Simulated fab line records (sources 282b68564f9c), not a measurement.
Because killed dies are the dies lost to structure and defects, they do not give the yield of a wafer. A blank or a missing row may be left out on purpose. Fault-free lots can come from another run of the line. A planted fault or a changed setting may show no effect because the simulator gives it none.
fab line records	flow rit_cmos
record: lots: 6	wafers: 18	last_day: 7
route steps=202 shown REOX@99 NLDD@103 PLDD@114 SPACER@125 NSD@131 M1@202
lots that met no fault: taken from a fault-free run of the same line
start_h: the number of hours between the record's first day and the start of the first shown wafer of the lot	wait_h: hours since the lot's step before	" the same as in the row above	L1.1+2: a row that stands for several wafers	- no value, or no start was given	* or withheld: withheld	< > ~ a bound
route shown NAME@n: names a module that has steps shown in the file, with the first one's number in the route	usual: mean/standard deviation taken from wafers without a fault	same: alike in all rows	chamber/n: place in a boat	sites: per-site readings	_std_site: the standard deviation of these	_edge_site: mean of outer sites minus mean of inner sites	radius_mm: how far each site lies from the wafer's centre	mask NAME#n: copy n	behind: the most recent tool/chamber to have shaped the wafer	hold: cause of the lot's hold/its duration in hours/its outcome	device: the n, p or np transistor that did not switch	end of line: the same wafers' tests at the end of the route	a step with no rows: only its recipe	killed: at the first sort, the dies lost to defects and structure; wafer yield is something else	map: a wafer's dies, marking killed ones x, the rest . and places with no die _
set.NAME: the setting the step ran with; set.NAME@STEP: the setting that earlier step ran with	model.NAME: the simulator's own value behind a step, which no gauge read
certain route steps with their lots: each step a table, each wafer a row
services: when a tool's chamber went out of use (start_h, in hours from the record's first day, below 0 if earlier), for how many hours, and the reason
== steps ==
step: RIT_REOX_CLEAN_01
recipe: chemistry: dHF	dilution: 50:1	time_s: 30
step: RIT_REOX_CLEAN_02
recipe: chemistry: SC2	mix: 3:3:50	time_s: 600	temp_c: 75	dry: n2_spin
step: RIT_REOX_OXIDATION_03
recipe: temp_c: 900	ambient: O2	target_thk_a: 252	ox_time_s: 5580
step: RIT_REOX_THK_MEAS_04
recipe: reads: SiO2_of_REOX_OXIDATION_03
usual: REOX_OXIDE_THK: 25.2/0.42
lot.wafer	tool	chamber	start_h	wait_h	REOX_OXIDE_THK[nm]
L775.1	film_metro-04	-	43.23	0.0	25.7
L775.3	"	-	"	"	25.8
L775.5	"	-	"	"	25.4
L777.2	film_metro-03	-	52.06	0.0	24.8
L777.5	"	-	"	"	24.8
L777.6	"	-	"	"	24.8
L782.1	film_metro-04	-	81.21	0.0	25.4
L782.4	"	-	"	"	25.4
L782.5	"	-	"	"	25.6
L790.1	film_metro-01	-	118.70	0.0	25.5
L790.4	"	-	"	"	25.8
L790.6	"	-	"	"	25.9
L792.2	film_metro-01	-	130.24	0.0	25.0
L792.5	"	-	"	"	25.2
L792.6	"	-	"	"	24.7
L796.3	film_metro-04	-	149.01	0.0	24.9
L796.4	"	-	"	"	24.8
L796.6	"	-	"	"	24.9
step: RIT_NLDD_HMDS_00
recipe: prime_time_s: 60	prime_temp_c: 140
step: RIT_NLDD_COAT_01
recipe: resist: NOVOLAK	spin_rpm: 3250	resist_thk_nm: 1000
step: RIT_NLDD_SOFTBAKE_02
recipe: resist: NOVOLAK	temp_c: 90	time_s: 60
step: RIT_NLDD_EXPOSE_03
recipe: mask_id: M7	na: 0.57	target_cd_nm: 40700	dose_mj: 250
step: RIT_NLDD_PEB_04
recipe: resist: NOVOLAK	temp_c: withheld	time_s: withheld
step: RIT_NLDD_DEVELOP_05
recipe: resist: NOVOLAK	develop_time_s: 50	dev_temp_c: 23
step: RIT_NLDD_OVL_MEAS_06
usual: NLDD_OVL: 1.4/1.3
lot.wafer	tool	chamber	start_h	wait_h	NLDD_OVL[nm]
L775.1	overlay-01	-	44.14	-	2.3
L775.3	"	-	"	"	2.7
L775.5	"	-	"	"	4.8
L777.2	overlay-01	-	52.97	-	2.4
L777.5	"	-	"	"	2.6
L777.6	"	-	"	"	2.4
L782.1	overlay-02	-	82.24	-	1.0
L782.4	"	-	"	"	0.7
L782.5	"	-	"	"	1.5
L790.1	overlay-02	-	119.61	-	3.4
L790.4	"	-	"	"	0.2
L790.6	"	-	"	"	2.9
L792.2	overlay-01	-	131.27	-	2.1
L792.5	"	-	"	"	2.2
L792.6	"	-	"	"	1.4
L796.3	overlay-02	-	149.96	-	1.9
L796.4	"	-	"	"	2.8
L796.6	"	-	"	"	1.9
step: RIT_NLDD_HARDBAKE_07
recipe: resist: NOVOLAK	temp_c: 140	time_s: 60
step: RIT_NLDD_IMPLANT_08
recipe: species: P	energy_kev: 20	dose_cm2: 5e+14	tilt_deg: 7
usual: beam_energy_keV: 20.000/0.0062	dose_ions_cm2: 5.001e+14/5.6e+11	faraday_current_uA: 1574/25
lot.wafer	tool	chamber	start_h	wait_h	beam_energy_keV	dose_ions_cm2	faraday_current_uA
L775.1	implanter-01	0	44.33	0.1	20.000	5.001e+14	1534
L775.3	"	0	"	"	20.005	5.007e+14	1577
L775.5	"	0	"	"	20.000	5.005e+14	1596
L777.2	implanter-02	0	53.17	0.1	20.017	4.999e+14	1561
L777.5	"	0	"	"	20.003	5e+14	1561
L777.6	"	0	"	"	20.008	5.001e+14	1561
L782.1	implanter-01	0	82.43	0.1	19.997	5.009e+14	1558
L782.4	"	0	"	"	20.000	5.003e+14	1520
L782.5	"	0	"	"	19.995	5.004e+14	1529
L790.1	implanter-01	0	119.79	0.1	19.995	3.203e+14	1013
L790.4	"	0	"	"	19.998	3.202e+14	1004
L790.6	"	0	"	"	19.990	3.204e+14	995
L792.2	implanter-01	0	131.48	0.1	20.002	3.199e+14	995
L792.5	"	0	"	"	19.995	3.2e+14	1014
L792.6	"	0	"	"	20.005	3.197e+14	1007
L796.3	implanter-04	0	150.18	0.1	19.998	5e+14	1602
L796.4	"	0	"	"	20.004	4.99e+14	1563
L796.6	"	0	"	"	20.004	4.992e+14	1588
step: RIT_NLDD_STRIP_09
recipe: chemistry: O2	time_s: 180	resist: NOVOLAK	platen_temp_c: withheld	power_w: 500	pressure_mtorr: 4000	o2_flow_sccm: 4000
usual: drypump_motor_current_A: 5.8/0.32	o2_flow_sccm: 4000/12	rf_refl_power_W: 7.2/0.58
lot.wafer	tool	chamber	start_h	wait_h	drypump_motor_current_A	o2_flow_sccm	rf_hours_counter_h	rf_refl_power_W
L775.1	plasma_asher-02	0	44.48	0.1	5.8	4006	41	7.3
L775.3	"	1	"	"	5.9	3981	-	6.7
L775.5	"	0	"	"	5.8	3997	-	7.6
L777.2	plasma_asher-03	1	53.30	0.1	5.2	4016	38	8.6
L777.5	"	0	"	"	5.5	4001	-	6.9
L777.6	"	1	"	"	5.2	4001	-	8.3
L782.1	plasma_asher-04	0	82.58	0.1	5.8	4013	44	6.9
L782.4	"	1	"	"	6.2	3997	-	6.7
L782.5	"	0	"	"	5.8	3992	-	7.0
L790.1	plasma_asher-04	1	119.94	0.1	6.2	3984	0	6.6
L790.4	"	0	"	"	5.7	3971	-	7.0
L790.6	"	1	"	"	6.2	4001	-	6.7
L792.2	plasma_asher-04	1	131.60	0.1	6.2	4006	1	6.7
L792.5	"	0	"	"	5.7	3993	-	7.0
L792.6	"	1	"	"	6.2	4002	-	6.6
L796.3	plasma_asher-04	0	150.34	0.1	5.8	3988	-	7.0
L796.4	"	1	"	"	6.2	4008	-	6.4
L796.6	"	0	"	"	5.8	4013	-	7.2
step: RIT_NLDD_TW_MEAS_10
usual: NLDD_TW: 2479/22
lot.wafer	tool	chamber	start_h	wait_h	NLDD_TW
L775.1	film_metro-02	-	44.66	0.1	2495
L775.3	"	-	"	"	2475
L775.5	"	-	"	"	2488
L777.2	film_metro-04	-	53.48	0.1	2482
L777.5	"	-	"	"	2462
L777.6	"	-	"	"	2496
L782.1	film_metro-02	-	82.75	0.1	2491
L782.4	"	-	"	"	2504
L782.5	"	-	"	"	2491
L790.1	film_metro-04	-	120.12	0.1	2193
L790.4	"	-	"	"	2174
L790.6	"	-	"	"	2187
L792.2	film_metro-03	-	131.79	0.1	2164
L792.5	"	-	"	"	2156
L792.6	"	-	"	"	2179
L796.3	film_metro-03	-	150.48	0.1	2462
L796.4	"	-	"	"	2470
L796.6	"	-	"	"	2474
step: RIT_PLDD_HMDS_00
recipe: prime_time_s: 60	prime_temp_c: 140
step: RIT_PLDD_COAT_01
recipe: resist: NOVOLAK	spin_rpm: 3250	resist_thk_nm: 1000
step: RIT_PLDD_SOFTBAKE_02
recipe: resist: NOVOLAK	temp_c: 90	time_s: 60
step: RIT_PLDD_EXPOSE_03
recipe: mask_id: M8	na: 0.57	target_cd_nm: 40900	dose_mj: 250
step: RIT_PLDD_PEB_04
recipe: resist: NOVOLAK	temp_c: withheld	time_s: withheld
step: RIT_PLDD_DEVELOP_05
recipe: resist: NOVOLAK	develop_time_s: 50	dev_temp_c: 23
step: RIT_PLDD_OVL_MEAS_06
usual: PLDD_OVL: 0.7/1.3
lot.wafer	tool	chamber	start_h	wait_h	PLDD_OVL[nm]
L775.1	overlay-01	-	45.69	-	-0.2
L775.3	"	-	"	"	0.5
L775.5	"	-	"	"	-0.6
L777.2	overlay-01	-	54.39	-	2.0
L777.5	"	-	"	"	1.3
L777.6	"	-	"	"	1.1
L782.1	overlay-01	-	83.91	-	-0.3
L782.4	"	-	"	"	-1.7
L782.5	"	-	"	"	0.6
L790.1	overlay-02	-	121.17	-	2.4
L790.4	"	-	"	"	2.2
L790.6	"	-	"	"	1.4
L792.2	overlay-01	-	133.02	-	1.0
L792.5	"	-	"	"	1.4
L792.6	"	-	"	"	1.7
L796.3	overlay-01	-	151.48	-	-0.4
L796.4	"	-	"	"	0.9
L796.6	"	-	"	"	1.5
step: RIT_PLDD_HARDBAKE_07
recipe: resist: NOVOLAK	temp_c: 140	time_s: 60
step: RIT_PLDD_IMPLANT_08
recipe: species: BF2	energy_kev: 20	dose_cm2: 9e+14	tilt_deg: 7
step: RIT_PLDD_STRIP_09
recipe: chemistry: O2	time_s: 180	resist: NOVOLAK	platen_temp_c: withheld	power_w: 500	pressure_mtorr: 4000	o2_flow_sccm: 4000
usual: drypump_motor_current_A: 5.7/0.51	o2_flow_sccm: 3999/12	rf_refl_power_W: 7.4/0.96
lot.wafer	tool	chamber	start_h	wait_h	drypump_motor_current_A	o2_flow_sccm	rf_hours_counter_h	rf_refl_power_W
L775.1	plasma_asher-03	1	46.03	0.1	5.2	3979	37	8.4
L775.3	"	1	"	"	5.2	4012	-	8.5
L775.5	"	1	"	"	5.2	3975	-	8.4
L777.2	plasma_asher-04	1	54.72	0.1	6.2	3999	41	6.5
L777.5	"	1	"	"	6.2	3985	-	6.7
L777.6	"	0	"	"	5.7	4007	-	7.3
L782.1	plasma_asher-01	1	84.25	0.1	6.6	4005	30	6.4
L782.4	"	0	"	"	5.0	4006	-	9.4
L782.5	"	0	"	"	4.9	4001	-	9.4
L790.1	plasma_asher-04	0	121.51	0.1	5.7	4016	1	7.0
L790.4	"	0	"	"	5.8	4006	-	7.0
L790.6	"	1	"	"	6.2	4012	-	6.8
L792.2	plasma_asher-04	0	133.35	0.1	5.7	4002	1	7.0
L792.5	"	0	"	"	5.7	4009	-	7.0
L792.6	"	1	"	"	6.2	3992	-	6.5
L796.3	plasma_asher-04	0	151.86	0.1	5.8	3996	-	6.7
L796.4	"	1	"	"	6.2	4000	-	6.6
L796.6	"	0	"	"	5.8	3998	-	6.9
step: RIT_PLDD_TW_MEAS_10
usual: PLDD_TW: 2333/24
lot.wafer	tool	chamber	start_h	wait_h	PLDD_TW
L775.1	film_metro-03	-	46.20	0.1	2324
L775.3	"	-	"	"	2328
L775.5	"	-	"	"	2318
L777.2	film_metro-02	-	54.90	0.1	2344
L777.5	"	-	"	"	2352
L777.6	"	-	"	"	2351
L782.1	film_metro-02	-	84.42	0.1	2354
L782.4	"	-	"	"	2365
L782.5	"	-	"	"	2355
L790.1	film_metro-03	-	121.68	0.1	2308
L790.4	"	-	"	"	2298
L790.6	"	-	"	"	2299
L792.2	film_metro-03	-	133.54	0.1	2303
L792.5	"	-	"	"	2283
L792.6	"	-	"	"	2317
L796.3	film_metro-02	-	152.00	0.1	2344
L796.4	"	-	"	"	2357
L796.6	"	-	"	"	2358
step: RIT_SPACER_CLEAN_00
recipe: chemistry: SC1	mix: 3:3:50	time_s: 600	temp_c: 75
step: RIT_SPACER_CLEAN_01
recipe: chemistry: dHF	dilution: 50:1	time_s: 30
step: RIT_SPACER_CLEAN_02
recipe: chemistry: SC2	mix: 3:3:50	time_s: 600	temp_c: 75	dry: n2_spin
step: RIT_SPACER_CVD_03
recipe: material: Si3N4	target_thk_nm: 250	temp_c: 810	precursor: SiH2Cl2/NH3	time_s: 3300	pressure_mtorr: 300	sih2cl2_flow_sccm: 60	nh3_flow_sccm: 150
step: RIT_SPACER_THK_MEAS_04
recipe: reads: Si3N4_of_SPACER_CVD_03
usual: SPACER_NITRIDE_THK: 251.0/2.4
lot.wafer	tool	chamber	start_h	wait_h	SPACER_NITRIDE_THK[nm]
L775.1	film_metro-02	-	49.43	0.0	252.7
L775.3	"	-	"	"	252.1
L775.5	"	-	"	"	253.1
L777.2	film_metro-01	-	57.37	0.0	250.6
L777.5	"	-	"	"	246.8
L777.6	"	-	"	"	248.9
L782.1	film_metro-02	-	86.77	0.0	249.1
L782.4	"	-	"	"	248.1
L782.5	"	-	"	"	248.2
L790.1	film_metro-02	-	124.03	0.0	251.8
L790.4	"	-	"	"	251.9
L790.6	"	-	"	"	253.4
L792.2	film_metro-01	-	136.86	0.0	255.9
L792.5	"	-	"	"	257.0
L792.6	"	-	"	"	254.6
L796.3	film_metro-04	-	154.38	0.0	250.5
L796.4	"	-	"	"	250.2
L796.6	"	-	"	"	252.0
step: RIT_SPACER_ETCHBACK_05
recipe: target_depth_a: 2500	SF6_flow_sccm: 30	CHF3_flow_sccm: 30	target: Si3N4	chemistry: SF6/CHF3	pressure_mtorr: 40	rf_w: 250	time_s: 240	stop_on: SiO2
usual: drypump_motor_current_A: 5.6/0.58	oes_product_au: 0.846/0.012	throttle_valve_pct: 10.32/0.15
lot.wafer	tool	chamber	start_h	wait_h	drypump_motor_current_A	oes_product_au	rf_hours_counter_h	throttle_valve_pct
L775.1	rie_diel-04	3	49.49	0.1	6.5	0.835	121	10.38
L775.3	"	1	"	"	4.8	0.830	70	10.26
L775.5	"	3	"	"	6.5	0.836	-	10.38
L777.2	rie_diel-04	2	57.42	0.0	5.3	0.858	129	10.47
L777.5	"	0	"	"	6.5	0.837	-	10.49
L777.6	"	1	"	"	4.8	0.829	-	10.26
L782.1	rie_diel-03	3	86.83	0.1	6.1	0.837	163	10.04
L782.4	"	2	"	"	5.6	0.845	3	10.26
L782.5	"	2	"	"	5.6	0.843	-	10.27
L790.1	rie_diel-01	2	124.09	0.1	5.7	0.850	7	10.14
L790.4	"	3	"	"	4.9	0.849	129	10.39
L790.6	"	0	"	"	4.7	0.868	-	10.52
L792.2	rie_diel-03	1	136.91	0.0	5.3	0.866	20	10.48
L792.5	"	2	"	"	5.6	0.864	-	10.26
L792.6	"	1	"	"	5.3	0.861	-	10.47
L796.3	rie_diel-03	1	154.42	0.0	5.3	0.846	21	10.48
L796.4	"	3	"	"	6.1	0.866	-	10.05
L796.6	"	1	"	"	5.3	0.857	-	10.47
step: RIT_NSD_HMDS_00
recipe: prime_time_s: 60	prime_temp_c: 140
step: RIT_NSD_COAT_01
recipe: resist: NOVOLAK	spin_rpm: 3250	resist_thk_nm: 1000
step: RIT_NSD_SOFTBAKE_02
recipe: resist: NOVOLAK	temp_c: 90	time_s: 60
step: RIT_NSD_EXPOSE_03
recipe: mask_id: M9	na: 0.57	target_cd_nm: 40700	dose_mj: 250
step: RIT_NSD_PEB_04
recipe: resist: NOVOLAK	temp_c: withheld	time_s: withheld
step: RIT_NSD_DEVELOP_05
recipe: resist: NOVOLAK	develop_time_s: 50	dev_temp_c: 23
step: RIT_NSD_OVL_MEAS_06
usual: NSD_OVL: 0.1/1.3
lot.wafer	tool	chamber	start_h	wait_h	NSD_OVL[nm]
L775.1	overlay-02	-	50.72	-	0.6
L775.3	"	-	"	"	-0.3
L775.5	"	-	"	"	-0.4
L777.2	overlay-01	-	58.43	-	1.4
L777.5	"	-	"	"	-0.3
L777.6	"	-	"	"	0.1
L782.1	overlay-01	-	88.15	-	-0.2
L782.4	"	-	"	"	1.0
L782.5	"	-	"	"	0.8
L790.1	overlay-01	-	125.16	-	1.9
L790.4	"	-	"	"	2.2
L790.6	"	-	"	"	1.3
L792.2	overlay-01	-	137.91	-	-0.5
L792.5	"	-	"	"	-1.0
L792.6	"	-	"	"	-0.8
L796.3	overlay-01	-	155.55	-	1.7
L796.4	"	-	"	"	1.4
L796.6	"	-	"	"	0.8
step: RIT_NSD_HARDBAKE_07
recipe: resist: NOVOLAK	temp_c: 140	time_s: 60
step: RIT_NSD_IMPLANT_08
recipe: species: P	energy_kev: 25	dose_cm2: 1e+15	tilt_deg: 7
step: RIT_NSD_STRIP_09
recipe: chemistry: O2	time_s: 180	resist: NOVOLAK	platen_temp_c: withheld	power_w: 500	pressure_mtorr: 4000	o2_flow_sccm: 4000
usual: drypump_motor_current_A: 5.7/0.48	o2_flow_sccm: 4002/14	rf_refl_power_W: 7.6/1
lot.wafer	tool	chamber	start_h	wait_h	drypump_motor_current_A	o2_flow_sccm	rf_hours_counter_h	rf_refl_power_W
L775.1	plasma_asher-01	0	51.05	0.1	4.9	3975	27	9.9
L775.3	"	1	"	"	6.6	3993	-	6.5
L775.5	"	1	"	"	6.6	4010	-	6.5
L777.2	plasma_asher-02	0	58.76	0.1	5.9	3994	43	7.4
L777.5	"	0	"	"	5.9	3993	-	7.8
L777.6	"	1	"	"	5.8	3984	-	6.9
L782.1	plasma_asher-01	1	88.48	0.1	6.6	3984	31	6.6
L782.4	"	0	"	"	4.9	3993	-	9.7
L782.5	"	0	"	"	4.9	3999	-	9.8
L790.1	plasma_asher-02	0	125.49	0.1	5.9	4011	51	7.1
L790.4	"	1	"	"	5.9	4008	-	6.9
L790.6	"	0	"	"	5.9	4020	-	7.5
L792.2	plasma_asher-03	1	138.24	0.1	5.2	3997	48	8.2
L792.5	"	0	"	"	5.5	4005	-	6.9
L792.6	"	1	"	"	5.2	3987	-	8.4
L796.3	plasma_asher-02	0	155.94	0.1	5.9	3990	-	7.7
L796.4	"	1	"	"	5.9	4007	-	6.7
L796.6	"	0	"	"	5.8	3979	-	7.4
step: RIT_SDANNEAL_RS_MEAS_07
recipe: thk_meas_gauge: four-point-probe
usual: NLDD_RS: 151.6/0.58
lot.wafer	tool	chamber	start_h	wait_h	NLDD_RS[ohm/sq]
L775.1	film_metro-03	-	53.69	0.1	151.7
L775.3	"	-	"	"	151.8
L775.5	"	-	"	"	151.6
L777.2	film_metro-03	-	61.25	0.1	151.2
L777.5	"	-	"	"	151.5
L777.6	"	-	"	"	151.2
L782.1	film_metro-02	-	91.05	0.1	151.3
L782.4	"	-	"	"	150.9
L782.5	"	-	"	"	151.1
L790.1	film_metro-04	-	128.25	0.1	217.8
L790.4	"	-	"	"	217.2
L790.6	"	-	"	"	218.5
L792.2	film_metro-04	-	140.86	0.1	215.1
L792.5	"	-	"	"	214.8
L792.6	"	-	"	"	214.8
L796.3	film_metro-03	-	158.37	0.1	150.3
L796.4	"	-	"	"	150.5
L796.6	"	-	"	"	150.5
step: RIT_M1_PROBE_99
usual: killed_at_M0_to_M3: 0.0/0.083	killed_at_contacts: 0.1/0.3	killed_at_front_end: 6.9/2.9	killed_dies: 7.0/2.9	killed_open: 3.3/2	killed_short: 3.7/2
same: gross_dies: 264	killed_at_M4_up: 0	killed_at_back_side: 0	killed_at_other: 0
lot.wafer	tool	chamber	start_h	wait_h	killed_at_M0_to_M3	killed_at_contacts	killed_at_front_end	killed_dies	killed_open	killed_short	model.etest.nmos_0p15.r_on_ohm_um	model.etest.nmos_0p3.r_on_ohm_um	model.etest.nldd.rs_ohm_sq	model.etest.nmos_turned.drive_ua_um	model.etest.nmos_0p15.drive_ua_um	model.etest.nldd.line_ohm_um	model.etest.nmos_narrow.drive_ua_um	model.etest.nmos_0p3.drive_ua_um
L775.1	prober-01	-	60.90	0.1	0	0	7	7	4	3	1126	2148	395	310.8	464.9	126.2	224.1	225.8
L775.3	prober-01	-	61.00	0.2	0	0	2	2	0	2	1140	2179	398.2	310.9	468.3	125	219.8	224.9
L775.5	prober-01	-	61.10	0.2	0	0	7	7	6	1	1115	2150	387.2	319.8	469.9	121.7	225.4	223.8
L777.2	prober-01	-	68.34	0.1	0	0	10	10	4	6	1135	2159	378.7	330.3	470.2	119.6	231.6	231.3
L777.5	prober-01	-	68.49	0.2	0	0	4	4	4	0	1211	2186	378.9	324.6	460	118.4	231.3	229.5
L777.6	prober-01	-	68.54	0.2	0	0	5	5	2	3	1166	2190	380.6	324.5	459.2	119.5	227.5	227.4
L782.1	prober-02	-	98.65	0.1	0	0	14	14	7	7	1105	2145	378.1	315.8	470.9	119.5	222.3	222.4
L782.4	prober-02	-	98.80	0.2	0	0	6	6	2	4	1140	2172	382.7	314.4	469.9	120.8	224.1	224.7
L782.5	prober-02	-	98.85	0.2	1	0	12	13	6	7	1162	2214	382.7	309.7	464.9	120	220.3	222.9
L790.1	prober-01	-	135.41	0.1	0	0	7	7	2	5	1416	2416	557.6	189.5	400.2	174.8	212.4	208.9
L790.4	prober-01	-	135.56	0.2	0	0	3	3	1	2	1434	2429	567.3	186.5	392.1	180.3	212.3	211
L790.6	prober-01	-	135.66	0.2	0	0	7	7	5	2	1417	2430	568.2	185.3	389.2	177.4	208.1	209.5
L792.2	prober-01	-	147.88	0.1	0	0	6	6	4	2	1359	2388	525	211.8	405.5	164.5	215.9	212.4
L792.5	prober-01	-	148.03	0.2	0	0	7	7	5	2	1344	2374	529.6	212.1	397.4	164.4	213.2	209.3
L792.6	prober-01	-	148.08	0.2	0	0	8	8	4	4	1342	2391	521.3	215	409.2	163.5	212.8	210.2
L796.3	prober-02	-	166.04	0.2	0	0	5	5	3	2	1112	2121	347.3	351	478.4	109.9	237.6	232.6
L796.4	prober-02	-	166.09	0.2	0	2	9	11	3	8	1027	2025	347.1	365.8	502.1	107.8	249.2	240.1
L796.6	prober-02	-	166.19	0.2	0	0	7	7	1	6	1095	2087	349.1	353.6	482.9	107.9	240.8	233.8
killed by level:class
L775.1 FOX2:geometric_particle:open=2 GATE:geometric_particle:short=2 GATE:geometric_particle:open=1 REOX:geometric_particle:short=1 SILICIDE:geometric_particle:open=1
L775.3 FOX2:geometric_particle:short=1 SILICIDE:geometric_particle:short=1
L775.5 FOX1:geometric_particle:open=2 GATE:geometric_particle:short=1 GATE:geometric_particle:open=1 REOX:geometric_particle:open=1 SPACER:geometric_particle:open=1 SILICIDE:geometric_particle:open=1
L777.2 GATE:geometric_particle:short=4 SPACER:geometric_particle:short=2 FOX1:geometric_particle:open=1 FOX2:geometric_particle:open=1 GATE:geometric_particle:open=1 SILICIDE:geometric_particle:open=1
L777.5 FOX1:geometric_particle:open=2 GATE:geometric_particle:open=1 SPACER:geometric_particle:open=1
L777.6 REOX:geometric_particle:open=2 GATE:geometric_particle:short=1 REOX:geometric_particle:short=1 SILICIDE:geometric_particle:short=1
L782.1 REOX:geometric_particle:short=3 GATE:geometric_particle:open=2 REOX:geometric_particle:open=2 FOX1:geometric_particle:short=1 FOX1:geometric_particle:open=1 FOX2:geometric_particle:open=1 GATE:geometric_particle:short=1 SPACER:geometric_particle:short=1
L782.4 GATE:geometric_particle:short=2 FOX2:geometric_particle:short=1 REOX:geometric_particle:short=1 REOX:geometric_particle:open=1 SILICIDE:geometric_particle:open=1
L782.5 GATE:geometric_particle:open=3 GATE:geometric_particle:short=3 REOX:geometric_particle:short=3 REOX:geometric_particle:open=3 M1:geometric_particle:short=1
L790.1 GATE:geometric_particle:short=2 SPACER:geometric_particle:short=2 FOX1:geometric_particle:short=1 REOX:geometric_particle:open=1 SPACER:geometric_particle:open=1
L790.4 FOX1:geometric_particle:open=1 GATE:geometric_particle:short=1 REOX:geometric_particle:short=1
L790.6 SPACER:geometric_particle:open=2 FOX1:geometric_particle:short=1 FOX1:geometric_particle:open=1 GATE:geometric_particle:short=1 REOX:geometric_particle:open=1 SILICIDE:geometric_particle:open=1
L792.2 FOX2:geometric_particle:open=2 FOX2:geometric_particle:short=1 GATE:geometric_particle:open=1 SPACER:geometric_particle:short=1 SPACER:geometric_particle:open=1
L792.5 GATE:geometric_particle:open=2 SILICIDE:geometric_particle:open=2 REOX:geometric_particle:open=1 SPACER:geometric_particle:short=1 SILICIDE:geometric_particle:short=1
L792.6 FOX2:geometric_particle:short=3 SILICIDE:geometric_particle:open=3 FOX2:geometric_particle:open=1 REOX:geometric_particle:short=1
L796.3 GATE:geometric_particle:open=3 GATE:geometric_particle:short=1 SPACER:geometric_particle:short=1
L796.4 SPACER:geometric_particle:short=3 GATE:geometric_particle:short=2 GATE:geometric_particle:open=2 CONTACT:geometric_particle:short=2 REOX:geometric_particle:short=1 SPACER:geometric_particle:open=1
L796.6 GATE:geometric_particle:short=4 SPACER:geometric_particle:short=2 SPACER:geometric_particle:open=1
== services ==
tool	chamber	start_h	hours	kind
implanter-01	-	29.58	1.9	repair
plasma_asher-01	-	29.87	3.1	repair
plasma_asher-03	-	31.62	2.8	pm
implanter-04	-	39.91	2.6	repair
plasma_asher-04	-	43.96	1.8	repair
plasma_asher-02	-	46.64	0.4	repair
implanter-02	-	55.73	3.2	repair
rie_diel-01	-	57.16	2.8	pm
implanter-04	-	59.67	3.0	repair
plasma_asher-01	-	78.99	1.2	repair
rie_diel-03	-	94.00	14.6	pm
plasma_asher-04	-	100.62	2.8	pm
plasma_asher-01	-	101.44	14.6	pm
plasma_asher-02	-	103.31	2.4	repair
plasma_asher-04	-	108.75	9.0	pm
plasma_asher-04	0	108.75	9.0	vent_cycle
plasma_asher-04	1	108.75	9.0	vent_cycle
plasma_asher-04	-	126.64	2.2	repair
rie_diel-04	3	126.81	10.0	repair
rie_diel-01	3	134.77	19.6	repair
implanter-04	-	140.86	2.4	repair
rie_diel-01	2	146.90	9.8	repair
rie_diel-03	2	153.87	3.2	repair
implanter-02	-	153.94	5.0	repair
== key ==
first_sign: step: RIT_NLDD_IMPLANT_08	reading: dose_ions_cm2	direction: down	sigmas: 99+	usual: 5.001e+14	struck: 3.201e+14
effect: step: RIT_NLDD_IMPLANT_08	reading: faraday_current_uA	direction: down	sigmas: 23	usual: 1574	struck: 1005
effect: step: RIT_NLDD_TW_MEAS_10	reading: NLDD_TW	direction: down	sigmas: 14	usual: 2479	struck: 2175
effect: step: RIT_SDANNEAL_RS_MEAS_07	reading: NLDD_RS	direction: up	sigmas: 99+	usual: 151.6	struck: 216.4
model_effect: step: RIT_M1_PROBE_99	value: etest.nmos_0p15.r_on_ohm_um	without: 1117	struck: 1386
met_at RIT_NLDD_IMPLANT_08
struck_wafers L790.1,L790.4,L790.6,L792.2,L792.5,L792.6
tester_left_out L790,L792
onset_between 82.43 119.79
fault: kind: process_parameter_drift	tool: implanter-01	chamber: -	onset_h: 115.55	steps: RIT_NLDD_IMPLANT_08	channel: dose_cm2	offset: -1.7949e+14	shape: step	end_h: 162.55	acts_in: these_recipes_only	stated: 5e+14
tester_left_out: of these lots the tester's yield and bins aren't shown, on N5 and GAA mostly nor the transistor test; their killed dies are dies lost to structure and defects alone, not to doping, threshold or leakage, so they don't give the yield
